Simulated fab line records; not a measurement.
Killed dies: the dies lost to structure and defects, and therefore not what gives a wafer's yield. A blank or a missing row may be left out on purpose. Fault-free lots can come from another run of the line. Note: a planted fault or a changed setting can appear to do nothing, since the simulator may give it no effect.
Which of the tools did it? ; flow rit cmos ; 42 wafers sampled from 14 lots at 1 step of a route of 202

WHAT THE GAUGES READ, wafer by wafer
The record lacks any reading of a measuring or inspecting step that a usual standard deviation could be used to judge.

WHAT TOOL EACH LOT RAN ON (gives the tool, then ch and the chambers of the sampled wafers, and finally the start)
lot;RIT_REOX_OXIDATION_03
L764;furnace-01 ch 0, day 3 08:04
L765;furnace-04 ch 0, day 3 12:17
L767;furnace-04 ch 0, day 4 04:59
L770;furnace-01 ch 0, day 5 03:35
L771;furnace-04 ch 0, day 5 11:26
L774;furnace-01 ch 0, day 5 21:56
L775;furnace-01, day 6 06:28
L776;furnace-01, day 6 06:28
L780;furnace-03 ch 0, day 7 03:49
L781;furnace-03 ch 0, day 7 03:49
L782;furnace-01 ch 0, day 7 05:14
L783;furnace-04 ch 0, day 7 14:41
L784;furnace-04 ch 0, day 7 18:32
L785;furnace-04 ch 0, day 7 18:32
- RIT_REOX_OXIDATION_03: target thk 25.2 nm, ox time 5580 s.

AS READ BY THE TOOLS THEMSELVES (means over the sampled wafers that have a number; for cases with no such wafer, the mark the record gives instead)
RIT_REOX_OXIDATION_03. Usual: ox temp c 900.0 C, standard deviation 0.41; ox temp c max 903.9, standard deviation 1.6.
lot;tool;ox temp c (C);ox temp c max;flag
L764;furnace-01;900.0;902.4;
L765;furnace-04;900.2;905.0;
L767;furnace-04;900.4;905.0;
L770;furnace-01;899.7;902.1;
L771;furnace-04;899.8;904.9;
L774;furnace-01;900.3;902.4;
L775;furnace-01;-;-;OFF
L776;furnace-01;-;-;OFF
L780;furnace-03;899.8;902.8;
L781;furnace-03;899.8;902.9;
L782;furnace-01;899.9;902.0;
L783;furnace-04;900.6;905.3;
L784;furnace-04;900.0;905.2;
L785;furnace-04;900.0;905.2;

THE ANSWER, worked out from the rows above alone
Rule: a lot is off if the mean of its wafers that have a number lies more than 3 standard deviations from the usual mean. Also off: a lot with no number at a reading for which 4 or more lots have one. Where the step has rows for the other lots, those lots are counted as sound. Order of review: gauges by route order, followed by the tools' own readings, for which a lot's mean as printed above is used. At the first step where some lot is off, the reading lying furthest off is the one used; lots without a number count as furthest.
Off: L775, L776 (RIT_REOX_OXIDATION_03, ox temp c). Without a number there: L775, L776.
A tool fits if, at that step or a process step before it, it ran every lot that is off, and no sound lot after the first of them. None of those tried fits.

WHAT THE SIMULATOR HAD PUT IN
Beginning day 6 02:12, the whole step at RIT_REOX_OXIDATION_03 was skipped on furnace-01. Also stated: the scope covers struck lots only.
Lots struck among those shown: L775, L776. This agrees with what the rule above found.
